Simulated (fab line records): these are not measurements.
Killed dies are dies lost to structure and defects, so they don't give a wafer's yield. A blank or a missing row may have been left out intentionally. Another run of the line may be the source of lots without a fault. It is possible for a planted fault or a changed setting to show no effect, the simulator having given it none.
Split-lot experiment / flow berkeley_cmos170 / route with 331 steps; 5 lots, 23 wafers read

## ON THE SPLIT
At UCB170_CONTACT_CVD_01 (deposits PSG from SiH4/O2/PH3, target thk 700 nm, time 2820 s), the setting o2_flow_sccm was moved away from the recipe's 90 sccm on 15 of the 23 wafers read, by -12.5% to +7.4%. For the rest of the wafers, this setting stayed at what the recipe calls for.

Split to reading: the file shows no intervening step.

## THE READING
CONTACT_PSG_THK at UCB170_CONTACT_THK_MEAS_02, in nm. A value of 696 nm with a standard deviation of 6.6 nm is what fault-free wafers of this fab line usually give.

wafer=L077.1; tool, chamber at the split=lpcvd-01, 1; o2_flow_sccm as run, sccm=90; against the recipe=recipe; CONTACT_PSG_THK, nm=697; against lot-mates on the recipe=-
wafer=L077.4; tool, chamber at the split=lpcvd-01, 1; o2_flow_sccm as run, sccm=90; against the recipe=recipe; CONTACT_PSG_THK, nm=690; against lot-mates on the recipe=-
wafer=L077.5; tool, chamber at the split=lpcvd-01, 1; o2_flow_sccm as run, sccm=90; against the recipe=recipe; CONTACT_PSG_THK, nm=689; against lot-mates on the recipe=-
wafer=L076.1; tool, chamber at the split=-, -; o2_flow_sccm as run, sccm=78.78; against the recipe=-12.5%; CONTACT_PSG_THK, nm=646; against lot-mates on the recipe=no lot-mate on the recipe
wafer=L076.2; tool, chamber at the split=-, -; o2_flow_sccm as run, sccm=78.78; against the recipe=-12.5%; CONTACT_PSG_THK, nm=645; against lot-mates on the recipe=no lot-mate on the recipe
wafer=L076.3; tool, chamber at the split=-, -; o2_flow_sccm as run, sccm=78.78; against the recipe=-12.5%; CONTACT_PSG_THK, nm=648; against lot-mates on the recipe=no lot-mate on the recipe
wafer=L076.4; tool, chamber at the split=-, -; o2_flow_sccm as run, sccm=78.78; against the recipe=-12.5%; CONTACT_PSG_THK, nm=643; against lot-mates on the recipe=no lot-mate on the recipe
wafer=L076.6; tool, chamber at the split=-, -; o2_flow_sccm as run, sccm=78.78; against the recipe=-12.5%; CONTACT_PSG_THK, nm=651; against lot-mates on the recipe=no lot-mate on the recipe
wafer=L079.1; tool, chamber at the split=-, -; o2_flow_sccm as run, sccm=96.66; against the recipe=+7.4%; CONTACT_PSG_THK, nm=713; against lot-mates on the recipe=no lot-mate on the recipe
wafer=L079.2; tool, chamber at the split=-, -; o2_flow_sccm as run, sccm=96.66; against the recipe=+7.4%; CONTACT_PSG_THK, nm=717; against lot-mates on the recipe=no lot-mate on the recipe
wafer=L079.3; tool, chamber at the split=-, -; o2_flow_sccm as run, sccm=96.66; against the recipe=+7.4%; CONTACT_PSG_THK, nm=710; against lot-mates on the recipe=no lot-mate on the recipe
wafer=L079.4; tool, chamber at the split=-, -; o2_flow_sccm as run, sccm=96.66; against the recipe=+7.4%; CONTACT_PSG_THK, nm=716; against lot-mates on the recipe=no lot-mate on the recipe
wafer=L079.6; tool, chamber at the split=-, -; o2_flow_sccm as run, sccm=96.66; against the recipe=+7.4%; CONTACT_PSG_THK, nm=718; against lot-mates on the recipe=no lot-mate on the recipe
wafer=L080.1; tool, chamber at the split=-, -; o2_flow_sccm as run, sccm=94.73; against the recipe=+5.3%; CONTACT_PSG_THK, nm=712; against lot-mates on the recipe=no lot-mate on the recipe
wafer=L080.2; tool, chamber at the split=-, -; o2_flow_sccm as run, sccm=94.73; against the recipe=+5.3%; CONTACT_PSG_THK, nm=716; against lot-mates on the recipe=no lot-mate on the recipe
wafer=L080.3; tool, chamber at the split=-, -; o2_flow_sccm as run, sccm=94.73; against the recipe=+5.3%; CONTACT_PSG_THK, nm=711; against lot-mates on the recipe=no lot-mate on the recipe
wafer=L080.4; tool, chamber at the split=-, -; o2_flow_sccm as run, sccm=94.73; against the recipe=+5.3%; CONTACT_PSG_THK, nm=712; against lot-mates on the recipe=no lot-mate on the recipe
wafer=L080.5; tool, chamber at the split=-, -; o2_flow_sccm as run, sccm=94.73; against the recipe=+5.3%; CONTACT_PSG_THK, nm=711; against lot-mates on the recipe=no lot-mate on the recipe
wafer=L082.1; tool, chamber at the split=-, -; o2_flow_sccm as run, sccm=90; against the recipe=recipe; CONTACT_PSG_THK, nm=703; against lot-mates on the recipe=-
wafer=L082.2; tool, chamber at the split=-, -; o2_flow_sccm as run, sccm=90; against the recipe=recipe; CONTACT_PSG_THK, nm=692; against lot-mates on the recipe=-
wafer=L082.4; tool, chamber at the split=-, -; o2_flow_sccm as run, sccm=90; against the recipe=recipe; CONTACT_PSG_THK, nm=698; against lot-mates on the recipe=-
wafer=L082.5; tool, chamber at the split=-, -; o2_flow_sccm as run, sccm=90; against the recipe=recipe; CONTACT_PSG_THK, nm=700; against lot-mates on the recipe=-
wafer=L082.6; tool, chamber at the split=-, -; o2_flow_sccm as run, sccm=90; against the recipe=recipe; CONTACT_PSG_THK, nm=694; against lot-mates on the recipe=-

FIT RESULTS
A straight line over all 23 wafers: CONTACT_PSG_THK changes by +3.54 nm for each +1% of o2_flow_sccm; r = +0.99; the points scatter about the line by 4.6 nm.
Too few moved wafers with a lot-mate on the recipe to fit a line net of each lot's own level.

## THE WHOLE CHAIN: every reading that the file lists as answering this split, in the file's order
step=UCB170_CONTACT_CVD_01; what it does=deposits PSG from SiH4/O2/PH3, target thk 700 nm, time 2820 s; reading=PSG_of_CONTACT_CVD_01.thk_nm (the simulator's own value, which no gauge read); change (the file's fit)=+3.55 nm for each +1% of the setting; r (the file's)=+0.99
step=UCB170_CONTACT_THK_MEAS_02; what it does=; reading=CONTACT_PSG_THK; change (the file's fit)=+3.55 for each +1% of the setting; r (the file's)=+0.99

## FILE'S OWN FIT
CONTACT_PSG_THK changes by +3.55 nm for each +1% of o2_flow_sccm, r = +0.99.
